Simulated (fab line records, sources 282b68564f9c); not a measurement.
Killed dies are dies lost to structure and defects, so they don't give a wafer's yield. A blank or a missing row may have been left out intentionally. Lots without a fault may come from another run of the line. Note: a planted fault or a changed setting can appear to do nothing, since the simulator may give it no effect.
Which tool is to blame?	flow rit_cmos	21 wafers from 7 lots sampled at 2 of the route's 202 steps

## WHAT THE GAUGES SHOWED, per wafer
RIT_CONTACT_CD_MEAS_08: target cd 1000 nm.
lot	measured	on	cd_nm (nm)
L551	day 3 18:23	cd_sem-02	994.8 995.5 995.1
L553	day 4 06:47	cd_sem-01	999.4 997.8 996.9
L555	day 4 17:10	cd_sem-02	1000.6 1000.7 999.1
L558	day 5 10:37	cd_sem-01	1001.8 1001.5 1001.1
L561	day 6 01:39	cd_sem-01	1000.1 1000.7 1000.8
L566	day 7 03:12	cd_sem-01	1002.4 1003.4 1003.2
L570	day 7 22:45	cd_sem-01	1001.0 999.8 1002.0

## WHICH TOOL RAN EACH LOT (tool, then ch and the chambers of the sampled wafers, then the start)
lot	RIT_PRETRO_DEVELOP_05
L551	litho_track-01 ch 0, day 2 21:00
L553	litho_track-01 ch 0, day 3 08:00
L555	litho_track-02 ch 0, day 3 18:00
L558	litho_track-01 ch 0, day 4 10:00
L561	litho_track-02 ch 0, day 5 00:00
L566	litho_track-02 ch 0, day 6 03:00
L570	litho_track-02 ch 0, day 7 00:00
- RIT_PRETRO_DEVELOP_05: develop time 68 s.

## THE ANSWER, worked out from the rows above alone
Rule: the lots themselves supply what counts as usual. Put in order of their means at a reading, lots are off if they are a third of the lots or fewer, leave a main group of 4 or more, and stand apart from it by a gap of 3 or more times the standard deviation of the main group's means; of several such gaps the widest counts. A main group is skipped when, at the precision printed for the reading in the tables above, its means are all equal. Also off: a lot with no number at a reading for which 4 or more lots have one. Any other lot the step has rows for is counted as sound.
Nothing can be told from this: no lot is off at any reading shown.

## WHAT WAS PUT IN BY THE SIMULATOR
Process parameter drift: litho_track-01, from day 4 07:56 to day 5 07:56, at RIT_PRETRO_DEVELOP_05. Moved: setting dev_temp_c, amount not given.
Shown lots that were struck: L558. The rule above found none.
